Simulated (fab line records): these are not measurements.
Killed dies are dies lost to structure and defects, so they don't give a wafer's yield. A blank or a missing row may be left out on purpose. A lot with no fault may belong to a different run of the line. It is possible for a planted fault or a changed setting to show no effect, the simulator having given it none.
Which tool was responsible? :: flow berkeleyCmos170 :: 14 lots, 42 wafers sampled, at 4 steps of a route of 331

WHAT THE GAUGES READ, wafer by wafer
UCB170_PFIELD_OVL_MEAS_06. Usual: PFIELD_OVL typically reads -4 nm, with standard deviation 5.4.
lot: L514
measured: day 4 02:31
on: overlay-01
PFIELD_OVL (nm): 5 -3 11
flag: 

lot: L515
measured: day 4 03:24
on: overlay-01
PFIELD_OVL (nm): -3 -12 -6
flag: 

lot: L516
measured: day 4 08:19
on: overlay-02
PFIELD_OVL (nm): -5 -11 -8
flag: 

lot: L517
measured: day 4 14:53
on: overlay-01
PFIELD_OVL (nm): -1 -6 -8
flag: 

lot: L518
measured: day 5 00:40
on: overlay-01
PFIELD_OVL (nm): 3 -1 -3
flag: 

lot: L519
measured: day 5 00:53
on: overlay-02
PFIELD_OVL (nm): -6 1 -8
flag: 

lot: L520
measured: day 5 08:58
on: overlay-01
PFIELD_OVL (nm): -15 -9 -6
flag: 

lot: L523
measured: day 5 14:40
on: overlay-01
PFIELD_OVL (nm): -4 -11 -3
flag: 

lot: L522
measured: day 5 15:05
on: overlay-01
PFIELD_OVL (nm): -8 -1 5
flag: 

lot: L528
measured: day 6 22:13
on: overlay-01
PFIELD_OVL (nm): 0 -13 1
flag: 

lot: L529
measured: day 7 12:10
on: overlay-02
PFIELD_OVL (nm): 342 340 338
flag: OFF

lot: L532
measured: day 7 22:09
on: overlay-01
PFIELD_OVL (nm): 324 333 336
flag: OFF

lot: L534
measured: day 8 04:58
on: overlay-01
PFIELD_OVL (nm): -5 0 -1
flag: 

lot: L537
measured: day 8 15:26
on: overlay-02
PFIELD_OVL (nm): -15 -4 -8
flag: 

UCB170_NLDD_TW_MEAS_11. Usual: NLDD_TW typically reads 2221, with standard deviation 14.
lot: L514
measured: day 5 20:04
on: filmMetro-02
NLDD_TW: 2219 2233 2245
flag: 

lot: L515
measured: day 5 19:05
on: filmMetro-03
NLDD_TW: 2209 2209 2206
flag: 

lot: L516
measured: day 6 07:59
on: filmMetro-03
NLDD_TW: 2222 2226 2226
flag: 

lot: L517
measured: day 6 09:50
on: filmMetro-02
NLDD_TW: 2240 2233 2227
flag: 

lot: L518
measured: day 7 02:01
on: filmMetro-02
NLDD_TW: 2222 2216 2225
flag: 

lot: L519
measured: day 7 00:02
on: filmMetro-03
NLDD_TW: 2217 2221 2221
flag: 

lot: L520
measured: day 7 10:55
on: filmMetro-03
NLDD_TW: 2224 2218 2216
flag: 

lot: L523
measured: day 7 10:05
on: filmMetro-02
NLDD_TW: 2216 2213 2216
flag: 

lot: L522
measured: day 7 10:23
on: filmMetro-03
NLDD_TW: 2216 2221 2214
flag: 

lot: L528
measured: day 8 16:01
on: filmMetro-03
NLDD_TW: 2218 2228 2217
flag: 

lot: L529
measured: day 9 18:15
on: filmMetro-03
NLDD_TW: 2228 2232 2235
flag: 

lot: L532
measured: day 10 02:31
on: filmMetro-03
NLDD_TW: 2234 2224 2216
flag: 

lot: L534
measured: day 10 07:03
on: filmMetro-04
NLDD_TW: 2193 2183 2196
flag: 

lot: L537
measured: day 10 21:35
on: filmMetro-03
NLDD_TW: 2237 2232 2229
flag: 

WHICH TOOL RAN EACH LOT (tool, then ch and the chambers of the sampled wafers, then the start)
lot: L514
UCB170_PFIELD_EXPOSE_03: krfScanner-01 ch 0, day 4 01:55
UCB170_PVT_STRIP_08: plasmaAsher-01 ch 0,1, day 5 03:30

lot: L515
UCB170_PFIELD_EXPOSE_03: krfScanner-02 ch 0, day 4 02:40
UCB170_PVT_STRIP_08: plasmaAsher-03 ch 0,1, day 5 03:46

lot: L516
UCB170_PFIELD_EXPOSE_03: krfScanner-01 ch 0, day 4 07:55
UCB170_PVT_STRIP_08: plasmaAsher-03 ch 0,1, day 5 11:01

lot: L517
UCB170_PFIELD_EXPOSE_03: krfScanner-01 ch 0, day 4 14:32
UCB170_PVT_STRIP_08: plasmaAsher-03 ch 0,1, day 5 16:03

lot: L518
UCB170_PFIELD_EXPOSE_03: krfScanner-01 ch 0, day 4 23:30
UCB170_PVT_STRIP_08: plasmaAsher-01 ch 0,1, day 6 10:01

lot: L519
UCB170_PFIELD_EXPOSE_03: krfScanner-02 ch 0, day 4 23:42
UCB170_PVT_STRIP_08: plasmaAsher-04 ch 0,1, day 6 09:10

lot: L520
UCB170_PFIELD_EXPOSE_03: krfScanner-02 ch 0, day 5 07:58
UCB170_PVT_STRIP_08: plasmaAsher-04 ch 0,1, day 6 21:03

lot: L523
UCB170_PFIELD_EXPOSE_03: krfScanner-02 ch 0, day 5 13:40
UCB170_PVT_STRIP_08: plasmaAsher-01 ch 0,1, day 6 21:36

lot: L522
UCB170_PFIELD_EXPOSE_03: krfScanner-02 ch 0, day 5 13:49
UCB170_PVT_STRIP_08: plasmaAsher-01 ch 0,1, day 6 20:56

lot: L528
UCB170_PFIELD_EXPOSE_03: krfScanner-02 ch 0, day 6 21:50
UCB170_PVT_STRIP_08: plasmaAsher-03 ch 0,1, day 7 23:42

lot: L529
UCB170_PFIELD_EXPOSE_03: krfScanner-01 ch 0, day 7 11:44
UCB170_PVT_STRIP_08: plasmaAsher-04 ch 0,1, day 8 20:02

lot: L532
UCB170_PFIELD_EXPOSE_03: krfScanner-01 ch 0, day 7 21:47
UCB170_PVT_STRIP_08: plasmaAsher-03 ch 0,1, day 9 07:07

lot: L534
UCB170_PFIELD_EXPOSE_03: krfScanner-02 ch 0, day 8 04:34
UCB170_PVT_STRIP_08: plasmaAsher-03 ch 0,1, day 9 16:38

lot: L537
UCB170_PFIELD_EXPOSE_03: krfScanner-02 ch 0, day 8 14:47
UCB170_PVT_STRIP_08: plasmaAsher-01 ch 0,1, day 10 03:34
- UCB170_PFIELD_EXPOSE_03: exposes mask PFIELD, target cd 1500 nm.
- UCB170_PVT_STRIP_08: strips in O2.

AS READ BY THE TOOLS THEMSELVES (means over the sampled wafers that have a number; for cases with no such wafer, the mark the record gives instead)
UCB170_PVT_STRIP_08. Usual: drypumpMotorCurrentA 5.8 A, standard deviation 0.51; oesProductAu 0.735 a.u., standard deviation 0.0043; stripTimeToEndpointS 21.62 s, standard deviation 0.066.
lot: L514
tool: plasmaAsher-01
drypumpMotorCurrentA (A): 6.3
oesProductAu (a.u.): 0.733
stripTimeToEndpointS (s): 21.62
flag: 

lot: L515
tool: plasmaAsher-03
drypumpMotorCurrentA (A): 5.9
oesProductAu (a.u.): 0.735
stripTimeToEndpointS (s): 21.51
flag: 

lot: L516
tool: plasmaAsher-03
drypumpMotorCurrentA (A): 5.9
oesProductAu (a.u.): 0.736
stripTimeToEndpointS (s): 21.54
flag: 

lot: L517
tool: plasmaAsher-03
drypumpMotorCurrentA (A): 5.9
oesProductAu (a.u.): 0.733
stripTimeToEndpointS (s): 21.63
flag: 

lot: L518
tool: plasmaAsher-01
drypumpMotorCurrentA (A): 5.9
oesProductAu (a.u.): 0.732
stripTimeToEndpointS (s): 21.56
flag: 

lot: L519
tool: plasmaAsher-04
drypumpMotorCurrentA (A): 5.2
oesProductAu (a.u.): 0.739
stripTimeToEndpointS (s): 21.61
flag: 

lot: L520
tool: plasmaAsher-04
drypumpMotorCurrentA (A): 5.5
oesProductAu (a.u.): 0.734
stripTimeToEndpointS (s): 21.52
flag: 

lot: L523
tool: plasmaAsher-01
drypumpMotorCurrentA (A): 5.9
oesProductAu (a.u.): 0.738
stripTimeToEndpointS (s): 21.62
flag: 

lot: L522
tool: plasmaAsher-01
drypumpMotorCurrentA (A): 6.2
oesProductAu (a.u.): 0.732
stripTimeToEndpointS (s): 21.64
flag: 

lot: L528
tool: plasmaAsher-03
drypumpMotorCurrentA (A): 5.8
oesProductAu (a.u.): 0.734
stripTimeToEndpointS (s): 21.61
flag: 

lot: L529
tool: plasmaAsher-04
drypumpMotorCurrentA (A): 5.5
oesProductAu (a.u.): 0.730
stripTimeToEndpointS (s): 21.62
flag: 

lot: L532
tool: plasmaAsher-03
drypumpMotorCurrentA (A): 5.8
oesProductAu (a.u.): 0.738
stripTimeToEndpointS (s): 21.54
flag: 

lot: L534
tool: plasmaAsher-03
drypumpMotorCurrentA (A): 5.8
oesProductAu (a.u.): 0.735
stripTimeToEndpointS (s): 21.63
flag: 

lot: L537
tool: plasmaAsher-01
drypumpMotorCurrentA (A): 6.3
oesProductAu (a.u.): 0.736
stripTimeToEndpointS (s): 21.60
flag: 

THE ANSWER, worked out from the rows above alone
Rule: a lot counts as off when the mean over its wafers that have a number is more than 3 standard deviations away from the usual mean. A lot without any number at a reading at which 4 lots or more have one is off too. The other lots that the step has rows for count as sound. First the gauges in route order, then the tools' own readings, where a lot's mean is used as printed above. The first step at which some lot is off is used, and at that step the reading that is off furthest; a lot without a number counts as furthest.
Off: L529, L532, at UCB170_PFIELD_OVL_MEAS_06 (PFIELD_OVL).
A tool fits if, at a process step before that reading, it ran every lot that is off, and no sound lot after the first of them. The gauges at UCB170_PFIELD_OVL_MEAS_06 are tried like those tools. One fits: krfScanner-01 at UCB170_PFIELD_EXPOSE_03. A fault onset in the window from L518 (day 4 23:30, its last sound lot) to L529 (day 7 11:44, its first lot off) fits.

WHAT THE SIMULATOR PUT IN
Scanner matching overlay: krfScanner-01, from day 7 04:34 on, at UCB170_PFIELD_EXPOSE_03. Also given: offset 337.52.
Struck lots among those shown: L529, L532. Same finding as the rule above.
